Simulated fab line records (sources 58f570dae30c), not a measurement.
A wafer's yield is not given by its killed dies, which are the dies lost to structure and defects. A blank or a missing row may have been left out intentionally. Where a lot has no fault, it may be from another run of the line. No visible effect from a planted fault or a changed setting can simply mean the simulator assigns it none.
Matching of chambers    flow berkeley_cmos170    UCB170_ZERO_ETCH_06 on rie_diel-03 has 4 sister chambers
The step etches SiO2 in CHF3/CF4/Ar, time 12 s. 4 wafers are shown with their chamber, then 8 later ones without.

WAFERS, EACH WITH ITS CHAMBER
wafer   chamber  drypump_motor_current_A (A)
L836.3  2        6.2
L837.5  3        5.0
L837.6  0        5.7
L840.2  1        5.5

WAFERS WITHOUT THEIR CHAMBER
wafer   drypump_motor_current_A (A)
L840.4  5.0
L840.6  5.6
L846.4  6.2
L846.5  5.7
L846.6  5.6
L847.2  6.2
L847.3  5.6
L847.4  5.0

WHICH CHAMBER EACH ONE RAN IN
wafer   from the rows above      in truth
L840.4  3                        3
L840.6  can't be placed: 1 or 0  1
L846.4  2                        2
L846.5  0                        0
L846.6  can't be placed: 1 or 0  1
L847.2  2                        2
L847.3  can't be placed: 1 or 0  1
L847.4  3                        3
Correct placement for 5 of the 8. Cannot be placed on the basis of these rows: 3; the candidates contain the true chamber in 3. Placed wrongly: 0.
How it was worked out, from the rows above alone: a wafer's distance from a chamber is the root of the sum, over the readings, of the square of ((its reading less the chamber's mean) divided by the reading's scatter). The wafer belongs to the nearest chamber; if the next one is less than 2 further off, it can't be placed. For every chamber, the mean is computed from those of its wafers that are shown. The scatter: root of mean squared gap, hidden wafer to nearest shown wafer, with one shown wafer a chamber.
